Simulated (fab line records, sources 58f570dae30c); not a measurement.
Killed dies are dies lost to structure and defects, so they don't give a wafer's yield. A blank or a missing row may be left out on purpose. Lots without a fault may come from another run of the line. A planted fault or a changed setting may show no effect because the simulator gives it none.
Which tool did it? | flow berkeley_cmos170 | 14 lots, 42 wafers sampled, at 4 steps of a route of 331

WHAT THE GAUGES READ, wafer by wafer
UCB170_M2_RS_MEAS_02: measures by four-point-probe. Usual: M2_AL_RS 0.03206 ohm/sq, standard deviation 0.0003.
lot  | measured     | on            | M2_AL_RS (ohm/sq)       | flag
L386 | day 7 09:44  | film_metro-04 | 0.03211 0.03202 0.03195 |
L388 | day 7 19:00  | film_metro-04 | 0.03197 0.03209 0.03209 |
L390 | day 8 03:15  | film_metro-04 | 0.03244 0.03229 0.032   |
L389 | day 8 09:04  | film_metro-02 | 0.03224 0.0322 0.03195  |
L392 | day 9 03:52  | film_metro-02 | 0.03209 0.03162 0.03205 |
L394 | day 9 03:50  | film_metro-04 | 0.03213 0.03223 0.0321  |
L396 | day 9 09:35  | film_metro-01 | 0.03255 0.03257 0.0324  |
L399 | day 10 09:23 | film_metro-01 | 0.03253 0.03234 0.03219 |
L402 | day 10 22:31 | film_metro-01 | 0.03195 0.032 0.03202   |
L403 | day 11 09:46 | film_metro-04 | 0.03226 0.03227 0.03219 |
L405 | day 11 16:16 | film_metro-01 | 0.03176 0.03162 0.03206 |
L406 | day 12 04:34 | film_metro-04 | 0.03176 0.032 0.0318    |
L407 | day 12 04:40 | film_metro-01 | 0.03167 0.03183 0.03141 |
L409 | day 13 04:33 | film_metro-02 | 0.03247 0.03226 0.03253 |

UCB170_V2_BOW_MEAS_03. Usual: V2_BOW 36 um, standard deviation 6.9.
lot  | measured     | on            | V2_BOW (um) | flag
L386 | day 7 13:02  | film_metro-02 | 37 33 36    |
L388 | day 7 22:24  | film_metro-03 | 33 45 25    |
L390 | day 8 06:14  | film_metro-03 | 37 26 20    |
L394 | day 9 07:52  | film_metro-02 | 49 43 40    |
L396 | day 9 12:59  | film_metro-04 | 26 41 28    |
L399 | day 10 13:17 | film_metro-03 | 35 29 48    |
L402 | day 11 01:28 | film_metro-03 | 43 36 27    |
L403 | day 11 15:40 | film_metro-03 | 44 52 43    |
L405 | day 11 19:19 | film_metro-04 | 37 38 30    |
L406 | day 12 10:46 | film_metro-02 | 32 21 41    |
L407 | day 12 10:59 | film_metro-03 | 44 38 43    |
L409 | day 13 07:47 | film_metro-02 | 45 44 42    |

WHICH TOOL RAN EACH LOT (tool, then ch and the chambers of the sampled wafers, then the start)
lot  | UCB170_V1_ETCH_14                  | UCB170_M2_DEVELOP_14
L386 | rie_diel-03 ch 1,3, day 7 09:11    | litho_track-02 ch 0, day 7 11:00
L388 | rie_diel-01 ch 0,1, day 7 18:24    | litho_track-02 ch 0, day 7 20:00
L390 | rie_diel-01 ch 0,2, day 8 02:40    | litho_track-03 ch 0, day 8 04:00
L389 | rie_diel-04 ch 2,3, day 8 08:31    | litho_track-04, day 8 12:00
L392 | rie_diel-04 ch 1,2,3, day 9 03:17  | litho_track-02, day 9 05:00
L394 | rie_diel-03 ch 1,2,3, day 9 03:17  | litho_track-02 ch 0, day 9 06:00
L396 | rie_diel-03 ch 1,2, day 9 08:59    | litho_track-03 ch 0, day 9 11:00
L399 | rie_diel-01 ch 1,3, day 10 08:49   | litho_track-03 ch 0, day 10 12:00
L402 | rie_diel-03 ch 2,3, day 10 21:58   | litho_track-04 ch 0, day 11 00:00
L403 | rie_diel-04 ch 0,1, day 11 09:12   | litho_track-03 ch 0, day 11 14:00
L405 | rie_diel-03 ch 0,3, day 11 15:42   | litho_track-02 ch 0, day 11 17:00
L406 | rie_diel-03 ch 0,2,3, day 12 04:00 | litho_track-02 ch 0, day 12 09:00
L407 | rie_diel-01 ch 0,2,3, day 12 04:07 | litho_track-03 ch 0, day 12 09:00
L409 | rie_diel-04 ch 0,2,3, day 13 03:58 | litho_track-02 ch 0, day 13 06:00
- UCB170_V1_ETCH_14: etches SiO2 in CHF3/CF4/Ar, stops on Al, target depth 1250 nm, time 291 s.
- UCB170_M2_DEVELOP_14: develop time 45 s.

WHAT THE TOOLS THEMSELVES READ (means of the sampled wafers that have a number; where no wafer has one, the mark that the record gives instead)
UCB170_V1_ETCH_14. Usual: drypump_motor_current_A 5.7 A, standard deviation 0.34; oes_product_au 0.871 a.u., standard deviation 0.0074; throttle_valve_pct 6.98 %, standard deviation 0.11.
lot  | tool        | drypump_motor_current_A (A) | oes_product_au (a.u.) | throttle_valve_pct (%) | flag
L386 | rie_diel-03 | 5.5                         | 0.868                 | 6.99                   |
L388 | rie_diel-01 | 5.6                         | 0.870                 | 6.93                   |
L390 | rie_diel-01 | 5.8                         | 0.870                 | 6.98                   |
L389 | rie_diel-04 | 6.1                         | 0.873                 | 7.16                   |
L392 | rie_diel-04 | 6.0                         | 0.874                 | 7.12                   |
L394 | rie_diel-03 | 5.6                         | 0.867                 | 6.95                   |
L396 | rie_diel-03 | 5.7                         | 0.873                 | 7.03                   |
L399 | rie_diel-01 | 5.3                         | 0.863                 | 6.82                   |
L402 | rie_diel-03 | 5.5                         | 0.866                 | 6.88                   |
L403 | rie_diel-04 | 5.8                         | 0.867                 | 7.09                   |
L405 | rie_diel-03 | 5.7                         | 0.870                 | 6.87                   |
L406 | rie_diel-03 | 5.8                         | 0.874                 | 6.90                   |
L407 | rie_diel-01 | 5.6                         | 0.873                 | 6.95                   |
L409 | rie_diel-04 | 6.1                         | 0.876                 | 7.13                   |

UCB170_M2_DEVELOP_14. Usual: chill_plate_temp_C 23.00 C, standard deviation 0.11.
lot  | tool           | chill_plate_temp_C (C) | flag
L386 | litho_track-02 | 23.06                  |
L388 | litho_track-02 | 23.05                  |
L390 | litho_track-03 | 22.84                  |
L389 | litho_track-04 | -                      | OFF
L392 | litho_track-02 | -                      | OFF
L394 | litho_track-02 | 22.93                  |
L396 | litho_track-03 | 23.04                  |
L399 | litho_track-03 | 23.05                  |
L402 | litho_track-04 | 23.14                  |
L403 | litho_track-03 | 22.88                  |
L405 | litho_track-02 | 23.09                  |
L406 | litho_track-02 | 23.13                  |
L407 | litho_track-03 | 23.01                  |
L409 | litho_track-02 | 22.89                  |

THE ANSWER, worked out from the rows above alone
Rule: a lot is off if the mean of its wafers that have a number lies more than 3 standard deviations from the usual mean. A lot without any number at a reading at which 4 lots or more have one is off too. The other lots that the step has rows for count as sound. The gauges are gone through in route order, then the tools' own readings, and for those a lot's mean is taken as printed above. The first step at which some lot is off is used, and at that step the reading that is off furthest; a lot without a number counts as furthest.
Off: L389, L392, at UCB170_M2_DEVELOP_14 (chill_plate_temp_C). Without a number there: L389, L392.
A tool fits if, at that step or a process step before it, it ran every lot that is off, and no sound lot after the first of them. None of those tried fits.

WHAT THE SIMULATOR HAD PUT IN
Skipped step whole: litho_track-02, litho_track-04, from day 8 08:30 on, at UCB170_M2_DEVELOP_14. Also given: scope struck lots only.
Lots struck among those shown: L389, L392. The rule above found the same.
